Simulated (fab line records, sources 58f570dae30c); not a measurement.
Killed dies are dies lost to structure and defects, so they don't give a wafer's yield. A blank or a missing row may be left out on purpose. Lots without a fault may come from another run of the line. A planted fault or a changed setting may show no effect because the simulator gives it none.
Which tool did it? | flow berkeley_cmos170 | 7 lots, 21 wafers sampled, at 2 steps of a route of 331

WHAT THE GAUGES READ, wafer by wafer
UCB170_SDANNEAL_RS_MEAS_04: measures by four-point-probe.
lot  | measured     | on            | PLDD_RS (ohm/sq)
L254 | day 7 14:26  | film_metro-04 | 1034.7 1034.7 1036.7
L257 | day 7 14:36  | film_metro-01 | 1035.3 1033.9 1031.5
L260 | day 8 17:35  | film_metro-04 | 1033.6 1032.0 1029.5
L262 | day 8 16:17  | film_metro-04 | 1029.2 1034.2 1033.4
L265 | day 9 07:46  | film_metro-01 | 1031.0 1029.2 1030.6
L271 | day 10 18:23 | film_metro-01 | 954.9 955.8 957.4
L275 | day 11 09:17 | film_metro-01 | 1031.4 1029.5 1029.0

WHICH TOOL RAN EACH LOT (tool, then ch and the chambers of the sampled wafers, then the start)
lot  | UCB170_PLDD_IMPLANT_08
L254 | implanter-04 ch 0, day 7 00:51
L257 | implanter-01 ch 0, day 6 21:50
L260 | implanter-04 ch 0, day 8 04:03
L262 | implanter-01 ch 0, day 8 03:48
L265 | implanter-04 ch 0, day 8 19:56
L271 | implanter-04 ch 0, day 10 05:24
L275 | implanter-03 ch 0, day 10 17:11
- UCB170_PLDD_IMPLANT_08

THE ANSWER, worked out from the rows above alone
Rule: what is usual is taken from the lots themselves. Put in order of their means at a reading, lots are off if they are a third of the lots or fewer, leave a main group of 4 or more, and stand apart from it by a gap of 3 or more times the standard deviation of the main group's means; of several such gaps the widest counts. A main group whose means are all the same, to the digits that the tables above print for the reading, isn't used. A lot without any number at a reading at which 4 lots or more have one is off too. The other lots that the step has rows for count as sound.
Off: L271, at UCB170_SDANNEAL_RS_MEAS_04 (PLDD_RS). The main group: mean 1032.2 ohm/sq, standard deviation 1.9.
A tool fits if, at a process step before that reading, it ran every lot that is off, and no sound lot after the first of them. The gauges at UCB170_SDANNEAL_RS_MEAS_04 are tried like those tools. One fits: implanter-04 at UCB170_PLDD_IMPLANT_08. Its last sound lot is L265 (day 8 19:56), its first lot that is off L271 (day 10 05:24): a fault that began between those two fits.

WHAT THE SIMULATOR HAD PUT IN
Process parameter drift: implanter-04, from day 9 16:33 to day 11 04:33, at UCB170_PLDD_IMPLANT_08. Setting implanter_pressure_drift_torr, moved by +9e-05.
Process parameter drift: implanter-04, from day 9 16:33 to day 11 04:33, at UCB170_PLDD_IMPLANT_08. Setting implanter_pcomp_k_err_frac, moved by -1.
Lots struck among those shown: L271. The rule above found the same.
